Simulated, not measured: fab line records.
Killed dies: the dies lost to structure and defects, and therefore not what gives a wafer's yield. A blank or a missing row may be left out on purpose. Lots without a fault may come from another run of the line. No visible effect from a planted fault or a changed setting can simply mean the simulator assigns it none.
fab line records -- flow rit-cmos
record lots=6, wafers=18, last-day=6
route steps=202 shown NLDD@110 PLDD@114 SPACER@125 NSD@131 PSD@142 M1@202
lots with no fault: from the same line, run without faults
start-h: hours from the record's opening day to when the first of the lot's shown wafers began -- wait-h: how many hours have passed since the lot's step before this one -- " unchanged from the row above -- L1.1+2: one row covering several wafers at once -- - no value, or no start was given -- * or withheld: withheld -- < > ~ a bound
route shown NAME@n: names a module that has steps shown in the file, with the first one's number in the route -- usual: the fault-free wafers' mean and standard deviation -- same: alike in all rows -- chamber/n: place in a boat -- sites: readings site by site -- _std_site: standard deviation across them -- _edge_site: outer sites' mean less inner sites' -- radius-mm: how far each site lies from the wafer's centre -- mask NAME#n: copy n -- behind: the most recent tool/chamber to have shaped the wafer -- hold: the reason the lot was held/the length of the hold in hours/how it ended -- device: whichever transistor did not switch (one of n, p or np) -- end of line: at the end of the route, the tests of the same wafers -- step lacking rows: just its recipe -- killed: at the first sort, the dies lost to defects and structure; wafer yield is something else -- map: the dies of a wafer, with x for killed, . for not killed, _ for no die there
set.NAME: the run value of the setting; set.NAME@STEP: its run value at that earlier step -- model.NAME: the simulator's own value behind a step, which no gauge read
lots at some steps of the route; a table a step, a row a wafer
services: the hour from which a tool's chamber was out of use, counted from the record's first day as start-h (under 0 if before that day), plus the number of hours and why
## steps
# step RIT_NLDD_HARDBAKE_07
# recipe resist=NOVOLAK, temp-c=140, time-s=60
# step RIT_NLDD_IMPLANT_08
# recipe species=P, energy-kev=20, dose-cm2=5e+14, tilt-deg=7
# step RIT_NLDD_STRIP_09
# recipe chemistry=O2, time-s=180, resist=NOVOLAK, platen-temp-c=withheld, power-w=500, pressure-mtorr=4000, o2-flow-sccm=4000
# usual drypump-motor-current-A=5.6/0.32, o2-flow-sccm=4000/12
lot.wafer,tool,chamber,start-h,wait-h,drypump-motor-current-A,o2-flow-sccm,rf-hours-counter-h
L438.1,plasma-asher-03,0,47.95,0.1,5.8,3988,42
L438.3,plasma-asher-03,1,47.95,0.1,5.4,4022,-
L438.5,plasma-asher-03,1,47.95,0.1,5.4,4000,-
L439.3,plasma-asher-02,1,56.93,0.1,5.7,4009,-
L439.5,plasma-asher-02,0,56.93,0.1,5.3,3991,-
L439.6,plasma-asher-02,1,56.93,0.1,5.7,4009,-
L445.2,plasma-asher-01,1,82.70,0.1,6.2,3993,43
L445.3,plasma-asher-01,1,82.70,0.1,6.2,3996,-
L445.6,plasma-asher-01,1,82.70,0.1,6.2,3999,-
L447.3,plasma-asher-02,1,92.35,0.1,5.6,4002,-
L447.4,plasma-asher-02,0,92.35,0.1,5.3,4011,-
L447.5,plasma-asher-02,1,92.35,0.1,5.7,3990,-
L450.2,plasma-asher-01,0,105.95,0.1,5.4,4001,45
L450.4,plasma-asher-01,0,105.95,0.1,5.4,4009,-
L450.5,plasma-asher-01,0,105.95,0.1,5.4,4022,-
L454.2,plasma-asher-02,1,125.86,0.1,5.7,4006,1
L454.4,plasma-asher-02,1,125.86,0.1,5.7,3993,-
L454.5,plasma-asher-02,0,125.86,0.1,5.3,4022,-
# step RIT_NLDD_TW_MEAS_10
# usual NLDD_TW=2492/35
lot.wafer,tool,chamber,start-h,wait-h,NLDD_TW
L438.1,film-metro-02,-,48.13,0.1,2521
L438.3,film-metro-02,-,48.13,0.1,2520
L438.5,film-metro-02,-,48.13,0.1,2515
L439.3,film-metro-04,-,57.07,0.1,2466
L439.5,film-metro-04,-,57.07,0.1,2458
L439.6,film-metro-04,-,57.07,0.1,2459
L445.2,film-metro-02,-,82.89,0.1,2544
L445.3,film-metro-02,-,82.89,0.1,2537
L445.6,film-metro-02,-,82.89,0.1,2558
L447.3,film-metro-03,-,92.49,0.1,2469
L447.4,film-metro-03,-,92.49,0.1,2466
L447.5,film-metro-03,-,92.49,0.1,2458
L450.2,film-metro-02,-,106.14,0.1,2539
L450.4,film-metro-02,-,106.14,0.1,2530
L450.5,film-metro-02,-,106.14,0.1,2529
L454.2,film-metro-02,-,126.05,0.1,2537
L454.4,film-metro-02,-,126.05,0.1,2531
L454.5,film-metro-02,-,126.05,0.1,2556
# step RIT_PLDD_HMDS_00
# recipe prime-time-s=60, prime-temp-c=140
# step RIT_PLDD_COAT_01
# recipe resist=NOVOLAK, spin-rpm=3250, resist-thk-nm=1000
# step RIT_PLDD_SOFTBAKE_02
# recipe resist=NOVOLAK, temp-c=90, time-s=60
# step RIT_PLDD_EXPOSE_03
# recipe mask-id=M8, na=0.57, target-cd-nm=40900, dose-mj=250
# step RIT_PLDD_PEB_04
# recipe resist=NOVOLAK, temp-c=withheld, time-s=withheld
# step RIT_PLDD_DEVELOP_05
# recipe resist=NOVOLAK, develop-time-s=50, dev-temp-c=24.03
# step RIT_PLDD_OVL_MEAS_06
# usual PLDD_OVL=-1.4/1.3
lot.wafer,tool,chamber,start-h,wait-h,PLDD_OVL[nm]
L438.1,overlay-01,-,49.16,-,-0.7
L438.3,overlay-01,-,49.16,-,-1.3
L438.5,overlay-01,-,49.16,-,-2.4
L439.3,overlay-01,-,57.99,-,-3.1
L439.5,overlay-01,-,57.99,-,-5.3
L439.6,overlay-01,-,57.99,-,-3.9
L445.2,overlay-02,-,83.79,-,-0.6
L445.3,overlay-02,-,83.79,-,1.1
L445.6,overlay-02,-,83.79,-,-1.8
L447.3,overlay-01,-,93.39,-,1.5
L447.4,overlay-01,-,93.39,-,-0.1
L447.5,overlay-01,-,93.39,-,0.6
L450.2,overlay-01,-,107.17,-,-2.5
L450.4,overlay-01,-,107.17,-,-2.0
L450.5,overlay-01,-,107.17,-,-1.8
L454.2,overlay-02,-,127.08,-,-1.3
L454.4,overlay-02,-,127.08,-,-1.8
L454.5,overlay-02,-,127.08,-,-1.1
# step RIT_PLDD_HARDBAKE_07
# recipe resist=NOVOLAK, temp-c=140, time-s=60
# step RIT_PLDD_IMPLANT_08
# recipe species=BF2, energy-kev=20, dose-cm2=9e+14, tilt-deg=7
lot.wafer,tool,chamber,start-h,wait-h
L438.1+3+5,implanter-02,0,49.35,0.1
L439.3+5+6,implanter-01,0,58.22,0.1
L445.2+3+6,implanter-02,0,84.00,0.1
L447.3+4+5,implanter-02,0,93.61,0.1
L450.2+4+5,implanter-01,0,107.38,0.1
L454.2+4+5,implanter-01,0,127.28,0.1
# step RIT_PLDD_STRIP_09
# recipe chemistry=O2, time-s=180, resist=NOVOLAK, platen-temp-c=withheld, power-w=500, pressure-mtorr=4000, o2-flow-sccm=4000
# usual drypump-motor-current-A=5.4/0.3, o2-flow-sccm=3999/12
lot.wafer,tool,chamber,start-h,wait-h,drypump-motor-current-A,o2-flow-sccm,rf-hours-counter-h
L438.1,plasma-asher-02,1,49.50,0.1,5.7,4014,39
L438.3,plasma-asher-02,0,49.50,0.1,5.3,4000,-
L438.5,plasma-asher-02,0,49.50,0.1,5.3,4004,-
L439.3,plasma-asher-03,1,58.37,0.1,5.4,3989,-
L439.5,plasma-asher-03,0,58.37,0.1,5.8,4002,-
L439.6,plasma-asher-03,1,58.37,0.1,5.4,4002,-
L445.2,plasma-asher-02,1,84.12,0.1,5.7,4027,43
L445.3,plasma-asher-02,0,84.12,0.1,5.3,3988,-
L445.6,plasma-asher-02,0,84.12,0.1,5.3,4026,-
L447.3,plasma-asher-04,0,93.77,0.1,4.9,4020,-
L447.4,plasma-asher-04,1,93.77,0.1,5.5,3999,-
L447.5,plasma-asher-04,0,93.77,0.1,4.9,4014,-
L450.2,plasma-asher-03,0,107.50,0.1,5.9,3995,49
L450.4,plasma-asher-03,1,107.50,0.1,5.5,4006,-
L450.5,plasma-asher-03,1,107.50,0.1,5.4,4011,-
L454.2,plasma-asher-04,1,127.41,0.1,5.6,4011,34
L454.4,plasma-asher-04,0,127.41,0.1,4.9,3987,-
L454.5,plasma-asher-04,0,127.41,0.1,4.9,3993,-
# step RIT_PLDD_TW_MEAS_10
# usual PLDD_TW=2345/32
lot.wafer,tool,chamber,start-h,wait-h,PLDD_TW
L438.1,film-metro-02,-,49.67,0.1,2371
L438.3,film-metro-02,-,49.67,0.1,2383
L438.5,film-metro-02,-,49.67,0.1,2385
L439.3,film-metro-02,-,58.51,0.1,2377
L439.5,film-metro-02,-,58.51,0.1,2367
L439.6,film-metro-02,-,58.51,0.1,2374
L445.2,film-metro-04,-,84.31,0.1,2320
L445.3,film-metro-04,-,84.31,0.1,2333
L445.6,film-metro-04,-,84.31,0.1,2328
L447.3,film-metro-03,-,93.91,0.1,2319
L447.4,film-metro-03,-,93.91,0.1,2326
L447.5,film-metro-03,-,93.91,0.1,2327
L450.2,film-metro-04,-,107.69,0.1,2317
L450.4,film-metro-04,-,107.69,0.1,2326
L450.5,film-metro-04,-,107.69,0.1,2325
L454.2,film-metro-03,-,127.59,0.1,2314
L454.4,film-metro-03,-,127.59,0.1,2318
L454.5,film-metro-03,-,127.59,0.1,2330
# step RIT_SPACER_CLEAN_00
# recipe chemistry=SC1, mix=3:3:50, time-s=600, temp-c=75
# step RIT_SPACER_CLEAN_01
# recipe chemistry=dHF, dilution=50:1, time-s=30
# step RIT_SPACER_CLEAN_02
# recipe chemistry=SC2, mix=3:3:50, time-s=600, temp-c=75, dry=n2-spin
# step RIT_SPACER_CVD_03
# recipe material=Si3N4, target-thk-nm=250, temp-c=810, precursor=SiH2Cl2/NH3, time-s=3300, pressure-mtorr=300, sih2cl2-flow-sccm=58.78, nh3-flow-sccm=150
# step RIT_SPACER_THK_MEAS_04
# recipe reads=Si3N4_of_SPACER_CVD_03
# usual SPACER_NITRIDE_THK=248.7/2.5
lot.wafer,tool,chamber,start-h,wait-h,SPACER_NITRIDE_THK[nm]
L438.1,film-metro-01,-,53.41,0.0,249.8
L438.3,film-metro-01,-,53.41,0.0,247.9
L438.5,film-metro-01,-,53.41,0.0,247.4
L439.3,film-metro-02,-,61.83,0.0,246.0
L439.5,film-metro-02,-,61.83,0.0,247.2
L439.6,film-metro-02,-,61.83,0.0,246.1
L445.2,film-metro-02,-,86.67,0.0,250.5
L445.3,film-metro-02,-,86.67,0.0,250.8
L445.6,film-metro-02,-,86.67,0.0,251.7
L447.3,film-metro-01,-,96.25,0.0,249.2
L447.4,film-metro-01,-,96.25,0.0,249.9
L447.5,film-metro-01,-,96.25,0.0,249.4
L450.2,film-metro-01,-,110.03,0.0,251.9
L450.4,film-metro-01,-,110.03,0.0,248.8
L450.5,film-metro-01,-,110.03,0.0,251.9
L454.2,film-metro-01,-,130.89,0.0,246.9
L454.4,film-metro-01,-,130.89,0.0,247.5
L454.5,film-metro-01,-,130.89,0.0,247.6
# step RIT_SPACER_ETCHBACK_05
# recipe target-depth-a=2500, SF6_flow_sccm=30, CHF3_flow_sccm=30, target=Si3N4, chemistry=SF6/CHF3, pressure-mtorr=40, rf-w=250, time-s=240, stop-on=SiO2
# usual drypump-motor-current-A=5.8/0.48, oes-product-au=0.837/0.015, throttle-valve-pct=10.31/0.093
lot.wafer,tool,chamber,start-h,wait-h,drypump-motor-current-A,oes-product-au,rf-hours-counter-h,throttle-valve-pct
L438.1,rie-diel-02,0,53.47,0.1,4.9,0.839,139,10.09
L438.3,rie-diel-02,1,53.47,0.1,6.5,0.863,30,10.33
L438.5,rie-diel-02,1,53.47,0.1,6.5,0.856,-,10.34
L439.3,rie-diel-02,2,61.87,0.0,6.3,0.841,49,10.34
L439.5,rie-diel-02,2,61.87,0.0,6.3,0.842,-,10.35
L439.6,rie-diel-02,3,61.87,0.0,5.7,0.809,-,10.32
L445.2,rie-diel-01,0,86.72,0.0,5.6,0.846,121,10.35
L445.3,rie-diel-01,1,86.72,0.0,5.2,0.845,25,10.12
L445.6,rie-diel-01,3,86.72,0.0,5.2,0.834,-,10.48
L447.3,rie-diel-03,1,96.29,0.0,6.3,0.841,84,10.32
L447.4,rie-diel-03,0,96.29,0.0,5.6,0.839,2,10.25
L447.5,rie-diel-03,3,96.29,0.0,5.7,0.814,-,10.35
L450.2,rie-diel-02,2,110.08,0.0,6.3,0.859,50,10.35
L450.4,rie-diel-02,3,110.08,0.0,5.7,0.819,8,10.32
L450.5,rie-diel-02,1,110.08,0.0,6.5,0.866,-,10.33
L454.2,rie-diel-01,1,130.94,0.0,5.3,0.838,26,10.13
L454.4,rie-diel-01,0,130.94,0.0,5.6,0.836,122,10.35
L454.5,rie-diel-01,3,130.94,0.0,5.1,0.823,-,10.44
# step RIT_NSD_HMDS_00
# recipe prime-time-s=60, prime-temp-c=140
# step RIT_NSD_COAT_01
# recipe resist=NOVOLAK, spin-rpm=3250, resist-thk-nm=1000
# step RIT_NSD_SOFTBAKE_02
# recipe resist=NOVOLAK, temp-c=90, time-s=60
# step RIT_NSD_EXPOSE_03
# recipe mask-id=M9, na=0.57, target-cd-nm=40700, dose-mj=250
# step RIT_NSD_PEB_04
# recipe resist=NOVOLAK, temp-c=withheld, time-s=withheld
# step RIT_NSD_DEVELOP_05
# recipe resist=NOVOLAK, develop-time-s=50, dev-temp-c=23
# step RIT_NSD_OVL_MEAS_06
# usual NSD_OVL=0.2/1.5
lot.wafer,tool,chamber,start-h,wait-h,NSD_OVL[nm]
L438.1,overlay-01,-,54.60,-,0.4
L438.3,overlay-01,-,54.60,-,0.1
L438.5,overlay-01,-,54.60,-,-1.3
L439.3,overlay-02,-,63.01,-,1.2
L439.5,overlay-02,-,63.01,-,1.1
L439.6,overlay-02,-,63.01,-,2.9
L445.2,overlay-01,-,87.72,-,0.9
L445.3,overlay-01,-,87.72,-,0.9
L445.6,overlay-01,-,87.72,-,0.9
L447.3,overlay-01,-,97.31,-,0.3
L447.4,overlay-01,-,97.31,-,-0.2
L447.5,overlay-01,-,97.31,-,0.5
L450.2,overlay-01,-,111.08,-,-3.0
L450.4,overlay-01,-,111.08,-,-0.9
L450.5,overlay-01,-,111.08,-,-2.1
L454.2,overlay-02,-,131.95,-,-0.9
L454.4,overlay-02,-,131.95,-,0.3
L454.5,overlay-02,-,131.95,-,-0.7
# step RIT_NSD_HARDBAKE_07
# recipe resist=NOVOLAK, temp-c=140, time-s=60
# step RIT_NSD_IMPLANT_08
# recipe species=P, energy-kev=25, dose-cm2=1e+15, tilt-deg=7
# step RIT_NSD_STRIP_09
# recipe chemistry=O2, time-s=180, resist=NOVOLAK, platen-temp-c=withheld, power-w=500, pressure-mtorr=4000, o2-flow-sccm=4000
# usual drypump-motor-current-A=5.5/0.39, o2-flow-sccm=4000/12
lot.wafer,tool,chamber,start-h,wait-h,drypump-motor-current-A,o2-flow-sccm,rf-hours-counter-h
L438.1,plasma-asher-04,1,54.93,0.1,5.6,4005,27
L438.3,plasma-asher-04,0,54.93,0.1,4.9,4009,-
L438.5,plasma-asher-04,1,54.93,0.1,5.6,4008,-
L439.3,plasma-asher-01,0,63.39,0.1,5.4,4001,-
L439.5,plasma-asher-01,1,63.39,0.1,6.2,4004,-
L439.6,plasma-asher-01,0,63.39,0.1,5.4,4004,-
L445.2,plasma-asher-04,1,88.05,0.1,5.5,4010,30
L445.3,plasma-asher-04,0,88.05,0.1,4.9,3978,-
L445.6,plasma-asher-04,1,88.05,0.1,5.5,3995,-
L447.3,plasma-asher-02,1,97.69,0.1,5.7,3994,-
L447.4,plasma-asher-02,0,97.69,0.1,5.3,3998,-
L447.5,plasma-asher-02,1,97.69,0.1,5.7,3990,-
L450.2,plasma-asher-04,0,111.53,0.1,4.9,4008,32
L450.4,plasma-asher-04,0,111.53,0.1,4.9,4023,-
L450.5,plasma-asher-04,1,111.53,0.1,5.6,4004,-
L454.2,plasma-asher-02,0,132.28,0.1,5.3,3981,2
L454.4,plasma-asher-02,0,132.28,0.1,5.3,3979,-
L454.5,plasma-asher-02,0,132.28,0.1,5.3,3970,-
# step RIT_NSD_TW_MEAS_10
# usual NSD_TW=3118/44
lot.wafer,tool,chamber,start-h,wait-h,NSD_TW
L438.1,film-metro-04,-,55.11,0.1,3085
L438.3,film-metro-04,-,55.11,0.1,3094
L438.5,film-metro-04,-,55.11,0.1,3097
L439.3,film-metro-04,-,63.52,0.1,3086
L439.5,film-metro-04,-,63.52,0.1,3098
L439.6,film-metro-04,-,63.52,0.1,3097
L445.2,film-metro-02,-,88.24,0.1,3185
L445.3,film-metro-02,-,88.24,0.1,3186
L445.6,film-metro-02,-,88.24,0.1,3169
L447.3,film-metro-02,-,97.82,0.1,3177
L447.4,film-metro-02,-,97.82,0.1,3167
L447.5,film-metro-02,-,97.82,0.1,3188
L450.2,film-metro-02,-,111.71,0.1,3164
L450.4,film-metro-02,-,111.71,0.1,3149
L450.5,film-metro-02,-,111.71,0.1,3152
L454.2,film-metro-03,-,132.46,0.1,3109
L454.4,film-metro-03,-,132.46,0.1,3087
L454.5,film-metro-03,-,132.46,0.1,3088
# step RIT_PSD_HMDS_00
# recipe prime-time-s=60, prime-temp-c=140
# step RIT_PSD_COAT_01
# recipe resist=NOVOLAK, spin-rpm=3250, resist-thk-nm=1000
# step RIT_PSD_SOFTBAKE_02
# recipe resist=NOVOLAK, temp-c=90, time-s=60
# step RIT_PSD_EXPOSE_03
# recipe mask-id=M10, na=0.57, target-cd-nm=40900, dose-mj=250
# step RIT_PSD_PEB_04
# recipe resist=NOVOLAK, temp-c=withheld, time-s=withheld
# step RIT_PSD_DEVELOP_05
# recipe resist=NOVOLAK, develop-time-s=50, dev-temp-c=23
# step RIT_PSD_OVL_MEAS_06
# usual PSD_OVL=0.9/1.4
lot.wafer,tool,chamber,start-h,wait-h,PSD_OVL[nm]
L438.1,overlay-02,-,56.02,-,0.3
L438.3,overlay-02,-,56.02,-,-0.7
L438.5,overlay-02,-,56.02,-,1.0
L439.3,overlay-01,-,64.43,-,0.8
L439.5,overlay-01,-,64.43,-,0.8
L439.6,overlay-01,-,64.43,-,0.1
L445.2,overlay-02,-,89.15,-,-0.3
L445.3,overlay-02,-,89.15,-,0.1
L445.6,overlay-02,-,89.15,-,0.4
L447.3,overlay-02,-,98.85,-,-0.3
L447.4,overlay-02,-,98.85,-,1.7
L447.5,overlay-02,-,98.85,-,0.7
L450.2,overlay-02,-,112.74,-,-0.6
L450.4,overlay-02,-,112.74,-,-0.1
L450.5,overlay-02,-,112.74,-,-1.4
L454.2,overlay-02,-,133.50,-,2.1
L454.4,overlay-02,-,133.50,-,3.3
L454.5,overlay-02,-,133.50,-,1.4
# step RIT_PSD_HARDBAKE_07
# recipe resist=NOVOLAK, temp-c=140, time-s=60
# step RIT_PSD_IMPLANT_08
# recipe species=BF2, energy-kev=27, dose-cm2=4.94e+15, tilt-deg=7
# step RIT_PSD_STRIP_09
# recipe chemistry=O2, time-s=180, resist=NOVOLAK, platen-temp-c=withheld, power-w=500, pressure-mtorr=4000, o2-flow-sccm=4000
# usual drypump-motor-current-A=5.6/0.43, o2-flow-sccm=4001/13
lot.wafer,tool,chamber,start-h,wait-h,drypump-motor-current-A,o2-flow-sccm,rf-hours-counter-h
L438.1,plasma-asher-03,1,56.35,0.1,5.4,3977,43
L438.3,plasma-asher-03,0,56.35,0.1,5.9,4027,-
L438.5,plasma-asher-03,1,56.35,0.1,5.4,3993,-
L439.3,plasma-asher-01,1,64.81,0.1,6.2,4003,-
L439.5,plasma-asher-01,0,64.81,0.1,5.4,3982,-
L439.6,plasma-asher-01,1,64.81,0.1,6.2,4003,-
L445.2,plasma-asher-01,0,89.48,0.1,5.4,3992,44
L445.3,plasma-asher-01,0,89.48,0.1,5.4,3976,-
L445.6,plasma-asher-01,0,89.48,0.1,5.4,3993,-
L447.3,plasma-asher-04,1,99.23,0.1,5.5,4016,-
L447.4,plasma-asher-04,0,99.23,0.1,4.9,3989,-
L447.5,plasma-asher-04,0,99.23,0.1,4.9,3970,-
L450.2,plasma-asher-03,0,113.07,0.1,5.8,3997,50
L450.4,plasma-asher-03,0,113.07,0.1,5.8,3997,-
L450.5,plasma-asher-03,1,113.07,0.1,5.4,3983,-
L454.2,plasma-asher-03,1,133.83,0.1,5.5,3994,52
L454.4,plasma-asher-03,1,133.83,0.1,5.4,3992,-
L454.5,plasma-asher-03,0,133.83,0.1,5.9,4003,-
# step RIT_M1_PROBE_99
# usual killed-at-front-end=7.1/2.8, killed-dies=7.2/2.8, killed-open=3.6/2.1, killed-short=3.6/1.9
# same gross-dies=264, killed_at_M0_to_M3=0, killed_at_M4_up=0, killed-at-back-side=0, killed-at-contacts=0, killed-at-other=0
lot.wafer,tool,chamber,start-h,wait-h,killed-at-front-end,killed-dies,killed-open,killed-short,model.etest.diode-nwell-sub.leak-log10-a-cm2
L438.1,prober-02,-,65.44,0.1,8,8,4,4,-7.536
L438.3,prober-02,-,65.54,0.2,7,7,3,4,-7.719
L438.5,prober-02,-,65.64,0.2,8,8,3,5,-7.423
L439.3,prober-01,-,72.95,0.2,6,6,1,5,-7.276
L439.5,prober-01,-,73.05,0.2,4,4,4,0,-7.523
L439.6,prober-01,-,73.10,0.2,10,10,4,6,-7.668
L445.2,prober-01,-,97.84,0.1,3,3,1,2,-7.582
L445.3,prober-01,-,97.89,0.2,6,6,3,3,-7.48
L445.6,prober-01,-,98.04,0.2,9,9,4,5,-7.369
L447.3,prober-02,-,107.46,0.2,10,10,8,2,-7.542
L447.4,prober-02,-,107.51,0.2,6,6,3,3,-7.714
L447.5,prober-02,-,107.56,0.2,4,4,2,2,-7.51
L450.2,prober-01,-,121.37,0.1,9,9,2,7,-7.142
L450.4,prober-01,-,121.47,0.2,6,6,4,2,-6.455
L450.5,prober-01,-,121.52,0.2,9,9,5,4,-7.081
L454.2,prober-01,-,142.25,0.1,4,4,3,1,-6.842
L454.4,prober-01,-,142.35,0.2,11,11,5,6,-6.733
L454.5,prober-01,-,142.40,0.2,9,9,5,4,-6.914
# killed by level:class
L438.1 SPACER:geometric-particle:short=2 FOX1:geometric-particle:short=1 FOX1:geometric-particle:open=1 REOX:geometric-particle:open=1 SPACER:geometric-particle:open=1 SILICIDE:geometric-particle:short=1 SILICIDE:geometric-particle:open=1
L438.3 FOX1:geometric-particle:short=2 FOX1:geometric-particle:open=1 GATE:geometric-particle:short=1 REOX:geometric-particle:open=1 REOX:geometric-particle:short=1 SPACER:geometric-particle:open=1
L438.5 FOX1:geometric-particle:short=2 FOX1:geometric-particle:open=1 GATE:geometric-particle:short=1 GATE:geometric-particle:open=1 REOX:geometric-particle:short=1 REOX:geometric-particle:open=1 SILICIDE:geometric-particle:short=1
L439.3 FOX1:geometric-particle:short=2 GATE:geometric-particle:short=2 FOX1:geometric-particle:open=1 REOX:geometric-particle:short=1
L439.5 FOX1:geometric-particle:open=2 GATE:geometric-particle:open=1 SPACER:geometric-particle:open=1
L439.6 GATE:geometric-particle:open=3 REOX:geometric-particle:short=2 SILICIDE:geometric-particle:short=2 GATE:geometric-particle:short=1 REOX:geometric-particle:open=1 SPACER:geometric-particle:short=1
L445.2 SILICIDE:geometric-particle:short=2 FOX2:geometric-particle:open=1
L445.3 FOX1:geometric-particle:short=1 FOX2:geometric-particle:short=1 FOX2:geometric-particle:open=1 GATE:geometric-particle:open=1 SPACER:geometric-particle:open=1 SILICIDE:geometric-particle:short=1
L445.6 GATE:geometric-particle:open=3 FOX2:geometric-particle:short=2 GATE:geometric-particle:short=2 REOX:geometric-particle:open=1 SILICIDE:geometric-particle:short=1
L447.3 FOX1:geometric-particle:open=2 GATE:geometric-particle:open=2 REOX:geometric-particle:open=2 SILICIDE:geometric-particle:open=2 FOX1:geometric-particle:short=1 SILICIDE:geometric-particle:short=1
L447.4 FOX1:geometric-particle:open=2 REOX:geometric-particle:short=2 FOX1:geometric-particle:short=1 REOX:geometric-particle:open=1
L447.5 GATE:geometric-particle:open=2 FOX1:geometric-particle:short=1 GATE:geometric-particle:short=1
L450.2 GATE:geometric-particle:short=3 FOX2:geometric-particle:short=2 GATE:geometric-particle:open=1 REOX:geometric-particle:open=1 REOX:geometric-particle:short=1 SPACER:geometric-particle:short=1
L450.4 FOX1:geometric-particle:short=1 GATE:geometric-particle:open=1 REOX:geometric-particle:open=1 REOX:geometric-particle:short=1 SPACER:geometric-particle:open=1 SILICIDE:geometric-particle:open=1
L450.5 SPACER:geometric-particle:open=3 GATE:geometric-particle:open=2 SPACER:geometric-particle:short=2 FOX1:geometric-particle:short=1 GATE:geometric-particle:short=1
L454.2 FOX1:geometric-particle:short=1 FOX1:geometric-particle:open=1 FOX2:geometric-particle:open=1 GATE:geometric-particle:open=1
L454.4 FOX2:geometric-particle:short=3 GATE:geometric-particle:open=2 FOX1:geometric-particle:open=1 FOX2:geometric-particle:open=1 GATE:geometric-particle:short=1 REOX:geometric-particle:short=1 SILICIDE:geometric-particle:open=1 SILICIDE:geometric-particle:short=1
L454.5 GATE:geometric-particle:open=3 SPACER:geometric-particle:short=2 FOX2:geometric-particle:short=1 GATE:geometric-particle:short=1 REOX:geometric-particle:open=1 SPACER:geometric-particle:open=1
## services
tool,chamber,start-h,hours,kind
plasma-asher-01,-,26.35,2.8,pm
plasma-asher-04,-,38.69,1.9,repair
rie-diel-01,-,49.81,14.6,pm
plasma-asher-04,-,55.52,12.9,repair
plasma-asher-01,-,61.46,1.8,repair
rie-diel-02,3,86.45,1.7,repair
implanter-01,-,87.70,0.8,repair
rie-diel-02,3,96.32,2.8,repair
implanter-01,-,96.47,4.0,repair
plasma-asher-03,-,96.68,6.2,repair
rie-diel-03,0,99.66,7.5,repair
plasma-asher-02,-,108.75,9.0,pm
plasma-asher-02,0,108.75,9.0,vent-cycle
plasma-asher-02,1,108.75,9.0,vent-cycle
plasma-asher-02,0,117.75,-,clean
plasma-asher-02,1,117.75,-,clean
rie-diel-01,3,118.27,4.3,repair
implanter-01,-,118.44,5.3,repair
rie-diel-02,0,120.36,8.5,repair
plasma-asher-01,-,128.92,8.7,repair
## key
first-sign none at tools or gauges
model-effect step=RIT_M1_PROBE_99, value=etest.diode-nwell-sub.leak-log10-a-cm2, without=-7.538, struck=-6.861
met-at RIT_PLDD_IMPLANT_08
struck-wafers L450.2,L450.4,L450.5,L454.2,L454.4,L454.5
tester-left-out L450,L454
onset-between 58.22 107.38
also-fits time
fault kind=metallic-contamination-source, tool=implanter-01, chamber=-, onset-h=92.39, steps=RIT_PLDD_IMPLANT_08, rate-cm2-per-visit=5e+11, species=metal-fe-cm2
# tester-left-out: of these lots the tester's yield and bins aren't shown, on N5 and GAA mostly nor the transistor test; their killed dies are dies lost to structure and defects alone, not to doping, threshold or leakage, so they don't give the yield
